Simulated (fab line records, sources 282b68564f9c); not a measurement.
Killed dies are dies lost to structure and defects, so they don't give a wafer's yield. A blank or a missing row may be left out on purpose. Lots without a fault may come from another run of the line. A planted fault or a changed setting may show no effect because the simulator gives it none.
Which tool did it? | flow rit_cmos | 14 lots, 42 wafers sampled, at 3 steps of a route of 202

WHAT THE GAUGES READ, wafer by wafer
RIT_NSD_TW_MEAS_10. Usual: NSD_TW 3101, standard deviation 31.
lot  | measured    | on            | NSD_TW         | flag
L610 | day 3 04:49 | film_metro-02 | 3101 3092 3103 |
L611 | day 3 08:35 | film_metro-02 | 3100 3094 3095 |
L612 | day 3 15:42 | film_metro-01 | 3076 3066 3071 |
L613 | day 3 17:31 | film_metro-04 | 3115 3118 3125 |
L614 | day 3 22:36 | film_metro-04 | 3115 3130 3128 |
L615 | day 4 03:21 | film_metro-04 | 3132 3151 3144 |
L621 | day 5 10:30 | film_metro-04 | 2956 2968 2978 | OFF
L622 | day 5 14:08 | film_metro-01 | 2898 2894 2902 | OFF
L625 | day 6 13:08 | film_metro-01 | 3062 3068 3058 |
L626 | day 6 18:38 | film_metro-02 | 3080 3082 3092 |
L628 | day 6 23:02 | film_metro-01 | 3082 3059 3072 |
L629 | day 7 12:39 | film_metro-02 | 3099 3098 3089 |
L632 | day 7 21:13 | film_metro-02 | 3105 3090 3105 |
L633 | day 8 01:24 | film_metro-04 | 3160 3150 3143 |

RIT_SDANNEAL_RS_MEAS_05: measures by four-point-probe. Usual: NSD_RS 84.6 ohm/sq, standard deviation 0.31.
lot  | measured    | on            | NSD_RS (ohm/sq) | flag
L610 | day 3 06:59 | film_metro-04 | 84.4 84.2 84.3  |
L611 | day 3 11:05 | film_metro-02 | 84.4 84.5 84.3  |
L612 | day 3 18:23 | film_metro-02 | 84.8 84.7 84.4  |
L613 | day 3 19:41 | film_metro-02 | 84.8 85.1 84.7  |
L614 | day 4 00:38 | film_metro-02 | 84.5 84.6 84.7  |
L615 | day 4 05:31 | film_metro-01 | 84.4 84.2 84.6  |
L621 | day 5 12:32 | film_metro-02 | 86.7 86.7 86.8  | OFF
L622 | day 5 16:10 | film_metro-01 | 87.0 86.8 86.7  | OFF
L625 | day 6 15:19 | film_metro-02 | 85.0 84.8 85.0  |
L626 | day 6 20:47 | film_metro-01 | 84.5 84.8 84.6  |
L628 | day 7 01:13 | film_metro-04 | 84.8 84.8 84.4  |
L629 | day 7 14:41 | film_metro-02 | 84.8 84.8 84.6  |
L632 | day 7 23:17 | film_metro-01 | 84.3 84.1 84.3  |
L633 | day 8 03:28 | film_metro-01 | 84.6 84.4 84.6  |

WHICH TOOL RAN EACH LOT (tool, then ch and the chambers of the sampled wafers, then the start)
lot  | RIT_NSD_IMPLANT_08
L610 | implanter-04 ch 0, day 3 04:31
L611 | implanter-02 ch 0, day 3 08:16
L612 | implanter-04 ch 0, day 3 15:24
L613 | implanter-02 ch 0, day 3 17:14
L614 | implanter-02 ch 0, day 3 22:17
L615 | implanter-02 ch 0, day 4 03:04
L621 | implanter-02 ch 0, day 5 10:11
L622 | implanter-02 ch 0, day 5 13:49
L625 | implanter-04 ch 0, day 6 12:50
L626 | implanter-04 ch 0, day 6 18:19
L628 | implanter-04 ch 0, day 6 22:43
L629 | implanter-01 ch 0, day 7 12:20
L632 | implanter-04 ch 0, day 7 20:54
L633 | implanter-04 ch 0, day 8 01:04
- RIT_NSD_IMPLANT_08

WHAT THE TOOLS THEMSELVES READ (means of the sampled wafers that have a number; where no wafer has one, the mark that the record gives instead)
RIT_NSD_IMPLANT_08. Usual: beam_energy_keV 24.999, standard deviation 0.0078; tilt_deg 7.001 degrees, standard deviation 0.021.
lot  | tool         | beam_energy_keV | tilt_deg (degrees) | flag
L610 | implanter-04 | 25.002          | 7.034              |
L611 | implanter-02 | 25.001          | 7.003              |
L612 | implanter-04 | 24.998          | 7.004              |
L613 | implanter-02 | 24.996          | 7.016              |
L614 | implanter-02 | 25.005          | 6.976              |
L615 | implanter-02 | 25.010          | 6.985              |
L621 | implanter-02 | 20.507          | 6.993              | OFF
L622 | implanter-02 | 20.490          | 7.023              | OFF
L625 | implanter-04 | 25.001          | 7.010              |
L626 | implanter-04 | 25.013          | 6.990              |
L628 | implanter-04 | 24.993          | 7.009              |
L629 | implanter-01 | 24.997          | 7.015              |
L632 | implanter-04 | 25.002          | 6.989              |
L633 | implanter-04 | 25.000          | 7.002              |

THE ANSWER, worked out from the rows above alone
Rule: a lot is off if the mean of its wafers that have a number lies more than 3 standard deviations from the usual mean. A lot without any number at a reading at which 4 lots or more have one is off too. The other lots that the step has rows for count as sound. The gauges are gone through in route order, then the tools' own readings, and for those a lot's mean is taken as printed above. The first step at which some lot is off is used, and at that step the reading that is off furthest; a lot without a number counts as furthest.
Off: L621, L622, at RIT_NSD_TW_MEAS_10 (NSD_TW).
A tool fits if, at a process step before that reading, it ran every lot that is off, and no sound lot after the first of them. The gauges at RIT_NSD_TW_MEAS_10 aren't tried: what is off there is off at RIT_NSD_IMPLANT_08 too, on other tools, and a gauge's error can't cause that. One fits: implanter-02 at RIT_NSD_IMPLANT_08. Its last sound lot is L615 (day 4 03:04), its first lot that is off L621 (day 5 10:11): a fault that began between those two fits.
The tool's own readings at RIT_NSD_IMPLANT_08 bear it out: on the lots that are off they differ by more than 5 times the standard deviation of the sound lots' means. beam_energy_keV reads 20.498 there against 25.002 on the sound lots.

WHAT THE SIMULATOR HAD PUT IN
Process parameter drift: implanter-02, from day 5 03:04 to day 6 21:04, at RIT_NSD_IMPLANT_08. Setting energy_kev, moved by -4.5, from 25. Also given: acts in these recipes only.
Lots struck among those shown: L621, L622. The rule above found the same.
